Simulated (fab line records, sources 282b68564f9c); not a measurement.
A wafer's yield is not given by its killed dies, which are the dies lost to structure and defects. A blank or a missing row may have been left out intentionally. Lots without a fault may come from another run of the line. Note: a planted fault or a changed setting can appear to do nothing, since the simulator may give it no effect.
fab line records	flow ritCmos
record lots=5	wafers=15	lastDay=7
route steps=202 shown SILICIDE@161 CONTACT@168 M1@202
lots with no fault: from the same line, run without faults
startH: start of the lot's first displayed wafer, in hours after the record's first day	waitH: how many hours have passed since the lot's step before this one	" as in the row above	L1.1+2: one row covering several wafers at once	- no value, or no start given	* or withheld: withheld	< > ~ a bound
route shown NAME@n: NAME is a module with steps in the file, n the number in the route of the first one	usual: average and standard deviation across the fault-free wafers	same: alike in all rows	chamber/n: place in a boat	sites: each site's reading	_std_site: the standard deviation of these	_edge_site: the outer-site mean with the inner-site mean subtracted	radiusMm: how far each site lies from the wafer's centre	mask NAME#n: copy n	behind: the last tool/chamber to shape the wafer	hold: why the lot was held/for how many hours/how that ended	device: names the non-switching transistor (n, p or np)	end of line: the same wafers' tests at the end of the route	step lacking rows: just its recipe	killed: count of dies lost to structure and defects at first sort (not the wafer's yield)	map: dies across one wafer; x = killed, . = not, _ = none there
set.NAME: the setting that was run; set.NAME@STEP: the one run at that earlier step	model.NAME: the simulator's own value behind a step, which no gauge read
lots at some steps of the route; a table a step, a row a wafer
services: the hour from which a tool's chamber was out of use, counted from the record's first day as startH (under 0 if before that day), plus the number of hours and why
## steps
# step RIT_SILICIDE_WET_ETCH_00
# recipe chemistry=BOE	target=SiO2	targetDepthNm=14	timeS=15	dry=n2Spin	dilution=10:1	tempC=21.5
# step RIT_SILICIDE_SPUTTER_01
# recipe material=Ti	targetThkNm=30	powerW=350	chamberPressurePa=0.667	gas=Ar	timeS=240	substrateTempC=25
# usual throttleValvePct=30.0/0.55
# same timeS=240
lot.wafer	tool	chamber	startH	waitH	throttleValvePct
L707.1	pvdSputter-04	-	62.22	0.0	29.4
L707.3	"	-	"	"	30.8
L707.6	"	-	"	"	30.9
L708.3	pvdSputter-01	-	67.02	0.0	30.4
L708.4	"	-	"	"	30.3
L708.5	"	-	"	"	29.7
L719.1	pvdSputter-04	-	122.67	0.0	30.2
L719.2	"	-	"	"	30.8
L719.4	"	-	"	"	29.5
L722.2	pvdSputter-01	-	135.90	0.0	30.0
L722.5	"	-	"	"	30.5
L722.6	"	-	"	"	30.0
L726.2	pvdSputter-01	-	157.95	0.0	29.7
L726.3	"	-	"	"	30.7
L726.5	"	-	"	"	30.4
# step RIT_SILICIDE_RS_MEAS_02
# recipe thkMeasGauge=four-point-probe	reads=Ti_of_SILICIDE_SPUTTER_01
# usual SILICIDE_TI_RS=48.1/0.52
lot.wafer	tool	chamber	startH	waitH	SILICIDE_TI_RS[ohm/sq]
L707.1	filmMetro-04	-	62.37	0.1	47.2
L707.3	"	-	"	"	47.8
L707.6	"	-	"	"	47.5
L708.3	filmMetro-04	-	67.21	0.1	48.2
L708.4	"	-	"	"	49.0
L708.5	"	-	"	"	48.5
L719.1	filmMetro-01	-	122.82	0.1	48.2
L719.2	"	-	"	"	48.5
L719.4	"	-	"	"	48.1
L722.2	filmMetro-01	-	136.07	0.1	47.5
L722.5	"	-	"	"	48.1
L722.6	"	-	"	"	47.7
L726.2	filmMetro-04	-	158.12	0.1	48.3
L726.3	"	-	"	"	48.6
L726.5	"	-	"	"	49.0
# step RIT_SILICIDE_THK_MEAS_03
# recipe thkMeasGauge=xrf	reads=Ti_of_SILICIDE_SPUTTER_01
# usual SILICIDE_TI_THK=29.82/0.29
lot.wafer	tool	chamber	startH	waitH	SILICIDE_TI_THK[nm]
L707.1	filmMetro-04	-	62.49	0.1	30.35
L707.3	"	-	"	"	29.98
L707.6	"	-	"	"	30.26
L708.3	filmMetro-04	-	67.31	0.1	29.79
L708.4	"	-	"	"	29.30
L708.5	"	-	"	"	29.65
L719.1	filmMetro-01	-	122.94	0.1	29.71
L719.2	"	-	"	"	29.42
L719.4	"	-	"	"	29.79
L722.2	filmMetro-01	-	136.18	0.1	30.01
L722.5	"	-	"	"	29.65
L722.6	"	-	"	"	29.95
L726.2	filmMetro-04	-	158.23	0.1	29.83
L726.3	"	-	"	"	29.85
L726.5	"	-	"	"	29.48
# step RIT_SILICIDE_RTA_04
# recipe tempC=650	timeS=10	idleTempC=25	rampUpS=5	rampDownS=5	coolToC=25	ambient=N2
# usual wafer_temp_C_max=653.1/1.2
# same timeS=10
lot.wafer	tool	chamber	startH	waitH	wafer_temp_C_max
L707.1	rtpAnneal-01	0	62.55	0.1	653.1
L707.3	"	0	"	"	655.5
L707.6	"	0	"	"	654.1
L708.3	rtpAnneal-02	0	67.37	0.1	651.7
L708.4	"	0	"	"	652.1
L708.5	"	0	"	"	651.7
L719.1	rtpAnneal-01	0	123.00	0.1	653.3
L719.2	"	0	"	"	654.1
L719.4	"	0	"	"	653.4
L722.2	rtpAnneal-02	0	136.24	0.1	652.1
L722.5	"	0	"	"	651.9
L722.6	"	0	"	"	651.4
L726.2	rtpAnneal-02	0	158.29	0.1	652.2
L726.3	"	0	"	"	651.9
L726.5	"	0	"	"	651.7
# step RIT_SILICIDE_WET_ETCH_05
# recipe chemistry=SPM	target=Ti	tempC=90	timeS=120	dry=n2Spin
# step RIT_SILICIDE_RTA_06
# recipe tempC=750	timeS=10	idleTempC=25	rampUpS=5	rampDownS=10	coolToC=25	ambient=N2
# usual wafer_temp_C_max=753.4/1.4
# same timeS=10
lot.wafer	tool	chamber	startH	waitH	wafer_temp_C_max
L707.1	rtpAnneal-02	0	62.66	0.0	751.5
L707.3	"	0	"	"	751.9
L707.6	"	0	"	"	752.7
L708.3	rtpAnneal-01	0	67.52	0.0	754.2
L708.4	"	0	"	"	755.0
L708.5	"	0	"	"	754.2
L719.1	rtpAnneal-02	0	123.11	0.0	751.0
L719.2	"	0	"	"	751.9
L719.4	"	0	"	"	752.5
L722.2	rtpAnneal-01	0	136.35	0.0	753.6
L722.5	"	0	"	"	754.5
L722.6	"	0	"	"	754.2
L726.2	rtpAnneal-01	0	158.40	0.0	755.9
L726.3	"	0	"	"	755.0
L726.5	"	0	"	"	754.4
# step RIT_CONTACT_CVD_00
# recipe material=SiO2	targetThkNm=400	precursor=TEOS	tempC=390	timeS=62.96	rfW=400
# usual heaterPowerW=380/61
# same timeS=62.96
lot.wafer	tool	chamber	startH	waitH	heaterPowerW
L707.1	pecvd-03	1	62.72	0.1	376
L707.3	"	2	"	"	439
L707.6	"	2	"	"	454
L708.3	pecvd-01	2	67.57	0.0	392
L708.4	"	1	"	"	393
L708.5	"	0	"	"	318
L719.1	pecvd-03	2	123.18	0.1	434
L719.2	"	0	"	"	395
L719.4	"	1	"	"	396
L722.2	pecvd-01	0	136.41	0.0	366
L722.5	"	1	"	"	472
L722.6	"	0	"	"	382
L726.2	pecvd-03	2	158.46	0.0	480
L726.3	"	1	"	"	347
L726.5	"	1	"	"	362
# step RIT_CONTACT_THK_MEAS_01
# recipe reads=SiO2_of_CONTACT_CVD_00
# usual CONTACT_TEOS_THK=413/5.4
lot.wafer	tool	chamber	startH	waitH	CONTACT_TEOS_THK[nm]
L707.1	filmMetro-02	-	62.77	0.0	405
L707.3	"	-	"	"	404
L707.6	"	-	"	"	412
L708.3	filmMetro-02	-	67.64	0.0	419
L708.4	"	-	"	"	421
L708.5	"	-	"	"	423
L719.1	filmMetro-04	-	123.23	0.0	409
L719.2	"	-	"	"	413
L719.4	"	-	"	"	419
L722.2	filmMetro-04	-	136.47	0.0	402
L722.5	"	-	"	"	410
L722.6	"	-	"	"	409
L726.2	filmMetro-01	-	158.52	0.0	413
L726.3	"	-	"	"	417
L726.5	"	-	"	"	418
# step RIT_CONTACT_HMDS_02
# recipe primeTimeS=60	primeTempC=140
# step RIT_CONTACT_COAT_03
# recipe resist=NOVOLAK	spinRpm=3250	resistThkNm=1000
# step RIT_CONTACT_SOFTBAKE_04
# recipe resist=NOVOLAK	tempC=90	timeS=60
# step RIT_CONTACT_EXPOSE_05
# recipe maskId=M11	na=0.6	sourceShape=conventional	sigmaOuter=0.5	targetCdNm=1000	doseMj=250
# usual exposureDoseMJCm2=249.96/0.23
lot.wafer	tool	chamber	startH	waitH	mask	exposureDoseMJCm2
L707.1	ilineStepper-01	0	63.41	0.2	M11#0	249.94
L707.3	"	0	"	"	M11#0	249.89
L707.6	"	0	"	"	M11#0	250.01
L708.3	ilineStepper-02	0	68.29	0.2	M11#0	250.08
L708.4	"	0	"	"	M11#0	250.15
L708.5	"	0	"	"	M11#0	249.96
L719.1	ilineStepper-01	0	123.74	0.1	M11#0	247.61
L719.2	"	0	"	"	M11#0	247.32
L719.4	"	0	"	"	M11#0	247.41
L722.2	ilineStepper-02	0	137.21	0.3	M11#0	249.74
L722.5	"	0	"	"	M11#0	249.79
L722.6	"	0	"	"	M11#0	249.65
L726.2	ilineStepper-02	0	159.16	0.2	M11#0	250.07
L726.3	"	0	"	"	M11#0	250.05
L726.5	"	0	"	"	M11#0	249.91
# step RIT_CONTACT_PEB_06
# recipe resist=NOVOLAK	tempC=withheld	timeS=withheld
# step RIT_CONTACT_DEVELOP_07
# recipe resist=NOVOLAK	developTimeS=120	devTempC=23
# step RIT_CONTACT_CD_MEAS_08
# recipe targetCdNm=1000
# usual cdNm=999.7/2.3
lot.wafer	tool	chamber	startH	waitH	cdNm
L707.1	cdSem-02	-	63.92	-	996.2
L707.3	"	-	"	"	994.5
L707.6	"	-	"	"	997.6
L708.3	cdSem-02	-	68.81	-	1000.2
L708.4	"	-	"	"	1001.4
L708.5	"	-	"	"	1001.1
L719.1	cdSem-02	-	124.25	-	1005.8
L719.2	"	-	"	"	1013.2
L719.4	"	-	"	"	1018.9
L722.2	cdSem-02	-	137.72	-	998.6
L722.5	"	-	"	"	1000.0
L722.6	"	-	"	"	997.8
L726.2	cdSem-02	-	159.68	-	999.5
L726.3	"	-	"	"	998.8
L726.5	"	-	"	"	998.5
# step RIT_CONTACT_OVL_MEAS_09
# usual CONTACT_OVL=1.0/1.7
lot.wafer	tool	chamber	startH	waitH	CONTACT_OVL[nm]
L707.1	overlay-01	-	64.04	0.1	2.9
L707.3	"	-	"	"	1.3
L707.6	"	-	"	"	3.2
L708.3	overlay-01	-	68.90	0.1	2.6
L708.4	"	-	"	"	2.8
L708.5	"	-	"	"	5.8
L719.1	overlay-02	-	124.37	0.1	1.2
L719.2	"	-	"	"	-0.3
L719.4	"	-	"	"	1.9
L722.2	overlay-01	-	137.83	0.1	2.7
L722.5	"	-	"	"	0.7
L722.6	"	-	"	"	2.5
L726.2	overlay-01	-	159.78	0.1	1.3
L726.3	"	-	"	"	0.8
L726.5	"	-	"	"	1.7
# step RIT_CONTACT_HARDBAKE_10
# recipe resist=NOVOLAK	tempC=140	timeS=60
# step RIT_CONTACT_ETCH_11
# recipe targetDepthA=4800	overEtchFrac=0.2	stopOn=TiSi2	chemistry=CHF3/CF4/Ar	target=SiO2	CHF3_flow_sccm=50	cf4FlowSccm=10	Ar_flow_sccm=100	O2_flow_sccm=5	pressureMtorr=100	rfW=200	timeS=335
# usual O2_flow_sccm=4.997/0.014	cf4FlowSccm=10.00/0.031	drypumpMotorCurrentA=5.5/0.33	oesProductAu=0.990/0.016	throttleValvePct=8.86/0.16
# same timeS=335
lot.wafer	tool	chamber	startH	waitH	O2_flow_sccm	cf4FlowSccm	drypumpMotorCurrentA	oesProductAu	rfHoursCounterH	throttleValvePct	model.CONTACT.cdNm
L707.1	rieDiel-03	0	64.23	0.1	4.992	10.03	5.1	1.024	150	8.90	996.5
L707.3	"	2	"	"	4.992	10.01	5.5	0.999	96	9.01	994.8
L707.6	"	0	"	"	5.000	10.04	5.2	1.022	-	8.88	997.6
L708.3	rieDiel-02	0	69.07	0.1	4.995	10.05	5.8	0.994	109	8.93	1000
L708.4	"	3	"	"	4.984	10.00	5.5	1.003	86	8.64	1001
L708.5	"	1	"	"	4.990	10.03	5.3	0.999	-	9.04	1001
L719.1	rieDiel-04	0	124.56	0.1	4.992	10.05	5.7	0.996	136	8.91	1006
L719.2	"	3	"	"	4.972	9.98	5.2	0.993	12	9.18	1014
L719.4	"	1	"	"	4.987	10.00	6.1	0.997	15	8.77	1019
L722.2	rieDiel-02	1	138.01	0.1	5.008	10.00	5.3	1.003	6	9.03	998.7
L722.5	"	2	"	"	5.006	10.00	4.9	0.970	-	8.81	1000
L722.6	"	3	"	"	4.977	9.98	5.5	0.990	-	8.67	997.9
L726.2	rieDiel-04	0	159.96	0.1	5.008	10.04	5.7	0.998	137	8.93	999.7
L726.3	"	2	"	"	4.983	10.03	5.6	0.959	-	8.57	999.1
L726.5	"	0	"	"	5.014	9.99	5.7	1.002	-	8.93	998.7
# step RIT_CONTACT_STRIP_12
# recipe chemistry=O2	timeS=180	resist=NOVOLAK	platenTempC=withheld	powerW=500	pressureMtorr=4000	o2FlowSccm=4000
# usual drypumpMotorCurrentA=5.7/0.48
# same timeS=180
lot.wafer	tool	chamber	startH	waitH	drypumpMotorCurrentA	rfHoursCounterH
L707.1	plasmaAsher-04	0	64.43	0.1	5.5	44
L707.3	"	1	"	"	4.9	-
L707.6	"	1	"	"	4.9	-
L708.3	plasmaAsher-03	1	69.33	0.2	5.2	-
L708.4	"	0	"	"	6.3	-
L708.5	"	0	"	"	6.4	-
L719.1	plasmaAsher-03	0	124.75	0.1	6.3	32
L719.2	"	1	"	"	5.2	32
L719.4	"	1	"	"	5.2	-
L722.2	plasmaAsher-03	0	138.21	0.1	6.3	34
L722.5	"	0	"	"	6.4	-
L722.6	"	1	"	"	5.2	-
L726.2	plasmaAsher-03	1	160.26	0.2	5.2	37
L726.3	"	0	"	"	6.3	-
L726.5	"	1	"	"	5.2	-
# step RIT_M1_PROBE_99
# usual killedAtFrontEnd=7.1/2.9	killedDies=7.2/2.9	killedOpen=3.6/1.9	killedShort=3.5/1.9
# same grossDies=264	killed_at_M0_to_M3=0	killed_at_M4_up=0	killedAtBackSide=0	killedAtContacts=0	killedAtOther=0
lot.wafer	tool	chamber	startH	waitH	killedAtFrontEnd	killedDies	killedOpen	killedShort	model.etest.contactToGate.bvLeftV	model.etest.contactToGate.bvRightV
L707.1	prober-02	-	70.47	0.1	10	10	3	7	89.47	89.85
L707.3	prober-02	-	70.57	0.2	9	9	5	4	91.86	92.9
L707.6	prober-02	-	70.72	0.2	9	9	5	4	93.64	92.09
L708.3	prober-01	-	74.36	0.2	4	4	2	2	93.73	87.73
L708.4	prober-01	-	74.41	0.2	2	2	2	0	88.73	89.77
L708.5	prober-01	-	74.46	0.2	7	7	2	5	90.91	90.51
L719.1	prober-01	-	130.37	0.1	6	6	2	4	89.45	89.28
L719.2	prober-01	-	130.42	0.1	10	10	3	7	86.47	89.11
L719.4	prober-01	-	130.52	0.2	5	5	4	1	85.65	86.74
L722.2	prober-02	-	143.07	0.1	7	7	3	4	90.55	91.26
L722.5	prober-02	-	143.22	0.2	2	2	2	0	92.81	88.2
L722.6	prober-02	-	143.27	0.2	9	9	4	5	92.39	92
L726.2	prober-02	-	165.09	0.1	12	12	9	3	90.48	90.27
L726.3	prober-02	-	165.14	0.2	5	5	3	2	90.33	90.26
L726.5	prober-02	-	165.24	0.2	7	7	3	4	86.11	90.25
# killed by level:class
L707.1 SPACER:geometricParticle:short=3 FOX1:geometricParticle:short=2 GATE:geometricParticle:short=2 SPACER:geometricParticle:open=2 FOX1:geometricParticle:open=1
L707.3 GATE:geometricParticle:open=2 GATE:geometricParticle:short=2 REOX:geometricParticle:open=2 SPACER:geometricParticle:short=2 FOX1:geometricParticle:open=1
L707.6 GATE:geometricParticle:open=3 GATE:geometricParticle:short=2 SILICIDE:geometricParticle:open=2 FOX1:geometricParticle:short=1 SPACER:geometricParticle:short=1
L708.3 REOX:geometricParticle:open=2 SPACER:geometricParticle:short=1 SILICIDE:geometricParticle:short=1
L708.4 GATE:geometricParticle:open=1 REOX:geometricParticle:open=1
L708.5 GATE:geometricParticle:short=3 REOX:geometricParticle:open=1 GATE:geometricParticle:open=1 REOX:geometricParticle:short=1 SILICIDE:geometricParticle:short=1
L719.1 FOX1:geometricParticle:short=2 REOX:geometricParticle:open=2 FOX2:geometricParticle:short=1 GATE:geometricParticle:short=1
L719.2 SPACER:geometricParticle:short=3 SILICIDE:geometricParticle:short=2 ACTIVE:geometricParticle:short=1 FOX1:geometricParticle:short=1 GATE:geometricParticle:open=1 SPACER:geometricParticle:open=1 SILICIDE:geometricParticle:open=1
L719.4 FOX1:geometricParticle:short=1 FOX1:geometricParticle:open=1 GATE:geometricParticle:open=1 SPACER:geometricParticle:open=1 SILICIDE:geometricParticle:open=1
L722.2 GATE:geometricParticle:open=2 GATE:geometricParticle:short=2 FOX2:geometricParticle:short=1 SPACER:geometricParticle:short=1 SILICIDE:geometricParticle:open=1
L722.5 FOX1:geometricParticle:open=1 REOX:geometricParticle:open=1
L722.6 SILICIDE:geometricParticle:short=3 FOX2:geometricParticle:short=2 REOX:geometricParticle:open=2 GATE:geometricParticle:open=1 SILICIDE:geometricParticle:open=1
L726.2 FOX1:geometricParticle:open=3 SILICIDE:geometricParticle:open=3 GATE:geometricParticle:short=2 GATE:geometricParticle:open=2 FOX2:geometricParticle:open=1 SILICIDE:geometricParticle:short=1
L726.3 GATE:geometricParticle:open=2 FOX2:geometricParticle:short=1 GATE:geometricParticle:short=1 SILICIDE:geometricParticle:open=1
L726.5 FOX1:geometricParticle:short=2 GATE:geometricParticle:open=2 FOX2:geometricParticle:open=1 GATE:geometricParticle:short=1 SILICIDE:geometricParticle:short=1
## services
tool	chamber	startH	hours	kind
plasmaAsher-04	-	52.02	1.9	repair
rieDiel-04	2	55.77	5.1	repair
ilineStepper-02	-	63.14	1.7	pm
pvdSputter-04	-	70.36	1.3	repair
ilineStepper-01	-	72.65	4.4	pm
pvdSputter-01	-	95.55	3.5	repair
pvdSputter-01	-	122.45	3.9	repair
ilineStepper-02	-	123.64	2.7	repair
pecvd-03	-	126.53	14.6	pm
rieDiel-03	0	140.42	-	clean
rieDiel-03	0	140.42	19.8	scheduledDown
rieDiel-03	0	140.42	19.8	ventCycle
ilineStepper-02	-	145.81	4.9	repair
rieDiel-03	1	159.66	3.9	repair
## key
firstSign step=RIT_CONTACT_EXPOSE_05	reading=exposureDoseMJCm2	direction=down	sigmas=11	usual=249.96	struck=247.45
effect step=RIT_CONTACT_CD_MEAS_08	reading=cdNm	direction=up	sigmas=5.6	usual=999.7	struck=1012.6	through=controlLoop
modelEffect step=RIT_CONTACT_ETCH_11	value=CONTACT.cdNm	without=1001	struck=1013
modelEffect step=RIT_M1_PROBE_99	value=etest.contactToGate.bvLeftV	without=90.17	struck=87.19
metAt RIT_CONTACT_EXPOSE_05
struckWafers L719.1,L719.2,L719.4
testerLeftOut L719
loopTrim step=RIT_CONTACT_EXPOSE_05	setting=dose	lots=L719
onsetBetween 63.41 123.74
fault kind=processParameterDrift	tool=ilineStepper-01	chamber=-	onsetH=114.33	steps=RIT_CONTACT_EXPOSE_05	channel=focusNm	offset=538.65	spreadByWafer=0.3	shape=step	endH=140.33
# testerLeftOut: of these lots the tester's yield and bins aren't shown, on N5 and GAA mostly nor the transistor test; their killed dies are dies lost to structure and defects alone, not to doping, threshold or leakage, so they don't give the yield
# loopTrim: a control loop set the setting to another value than it would have without faults
